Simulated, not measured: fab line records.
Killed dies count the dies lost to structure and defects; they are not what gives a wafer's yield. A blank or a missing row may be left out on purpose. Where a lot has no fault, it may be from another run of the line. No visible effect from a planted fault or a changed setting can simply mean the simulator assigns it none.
Chamber matching -- flow berkeley_cmos170 -- UCB170_V2_CMP_02 on cmp-02: 4 sister chambers
The step polishes SiO2. 8 wafers are shown with their chamber, then 9 later ones without.

EACH WAFER AND ITS CHAMBER
wafer,chamber,motor_current_A (A),edge_zone_pressure_frac
L437.4,0,14.6,0.997
L436.1,0,14.4,1.000
L436.6,2,15.3,1.004
L438.3,3,15.1,1.000
L438.5,1,15.6,1.003
L440.2,1,15.9,0.999
L440.5,3,15.5,0.991
L440.6,2,15.2,1.002

WAFERS WITHOUT THEIR CHAMBER
wafer,motor_current_A (A),edge_zone_pressure_frac
L445.1,15.3,0.999
L445.5,16.6,1.005
L445.6,14.9,1.000
L444.3,15.0,0.996
L444.5,16.4,1.004
L444.6,15.9,1.009
L448.1,16.4,1.006
L448.2,14.4,1.001
L448.3,15.2,1.005

EACH ONE'S CHAMBER
wafer,from the rows above,in truth
L445.1,can't be placed: 3 or 2 or 1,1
L445.5,1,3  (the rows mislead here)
L445.6,can't be placed: 2 or 0 or 3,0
L444.3,can't be placed: 3 or 2 or 0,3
L444.5,1,1
L444.6,can't be placed: 1 or 2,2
L448.1,1,1
L448.2,0,0
L448.3,2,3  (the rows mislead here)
Correctly placed: 3 of 9. Can't be placed from these rows: 4 (the true chamber is among the candidates in 4). Placed wrongly: 2.
How it was worked out, from the rows above alone: a wafer's distance from a chamber is the root of the sum, over the readings, of the square of ((its reading less the chamber's mean) divided by the reading's scatter). The wafer belongs to the nearest chamber; if the next one is less than 2 further off, it can't be placed. For every chamber, the mean is computed from those of its wafers that are shown. How the scatter is found: for the shown wafers, subtract from each reading the mean of its chamber, square and add these, divide the total by (wafers less chambers), then take the root.
